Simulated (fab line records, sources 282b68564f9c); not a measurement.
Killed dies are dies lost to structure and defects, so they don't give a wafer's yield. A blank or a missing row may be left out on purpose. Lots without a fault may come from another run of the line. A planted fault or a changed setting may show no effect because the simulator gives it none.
One fault seen from 2 desks | flow rit_cmos | each desk has only its own numbers; what lay behind them comes last

THE METROLOGY DESK
What the gauges read, lot by lot, whatever tool the lot ran on: means of the sampled wafers that have a number. A lot is out of limits, marked OUT, if its mean lies more than 4 standard deviations from the usual mean; the brackets give that distance.
Columns: A = CONTACT_OVL at RIT_CONTACT_OVL_MEAS_09, usual -0.4 nm; B = cd_nm at RIT_CONTACT_CD_MEAS_90, usual 1000.2 nm; C = M1_AL_RS at RIT_M1_RS_MEAS_01, usual 0.0735 ohm/sq; D = M1_AL_THK at RIT_M1_THK_MEAS_02, usual 399 nm; E = cd_nm at RIT_M1_CD_MEAS_09, usual 2600.6 nm
lot  | first seen here | A    | B      | C      | D   | E
L748 | day 4 00:57     | 0.7  | 1002.1 | 0.0745 | 393 | 2599.3
L749 | day 4 05:35     | -2.2 | 1000.2 | 0.0736 | 400 | 2603.1
L755 | day 5 12:14     | 0.5  | 995.7  | 0.0737 | 402 | 2603.3
L756 | day 5 15:20     | 0.3  | 1002.7 | 0.0729 | 405 | 2599.6
L757 | day 5 21:58     | -0.2 | 1001.5 | 0.0739 | 400 | 2602.0
L762 | day 7 08:18     | 0.4  | 999.2  | 0.0739 | 396 | 2598.6
This desk's finding: nothing out of limits on any of the 6 lots.

THE TOOL OWNER'S DESK: litho_track-03
The tool's own readings at RIT_M1_SOFTBAKE_05 (time 60 s): means of the sampled wafers that have a number, for each lot that ran on this tool. A lot is out of limits, marked OUT, if its mean lies more than 4 standard deviations from the usual mean; the brackets give that distance.
Columns: A = heater_power_total_W at RIT_M1_SOFTBAKE_05, usual 34.56 W; B = plate_temp_C at RIT_M1_SOFTBAKE_05, usual 90.01 C
lot  | first seen here | A               | B
L748 | day 4 03:00     | 34.51           | 89.96
L749 | day 4 07:34     | 34.61           | 90.03
L755 | day 5 14:02     | 36.80 (+51) OUT | 94.21 (+35) OUT
L756 | day 5 17:08     | 36.86 (+52) OUT | 94.12 (+34) OUT
This desk's finding: out of limits on L755, L756; first on L755, day 5 14:02 (heater_power_total_W at RIT_M1_SOFTBAKE_05). In limits: L748, L749.

PUT TOGETHER
The tool owner's desk could have raised an alarm at day 5 14:02, on L755, L756.
The metrology desk saw nothing out of limits.
The metrology desk has L755, L756 on record, within its limits.
Of the lots named, all ran RIT_M1_SOFTBAKE_05 on litho_track-03.

WHAT THE SIMULATOR HAD PUT IN
Process parameter drift: litho_track-03, from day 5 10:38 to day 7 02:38, at RIT_M1_SOFTBAKE_05. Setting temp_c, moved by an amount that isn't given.
Lots struck among those shown: L755, L756.
Hours from the fault's start to each desk's first reading out of limits: the tool owner's desk, 3.
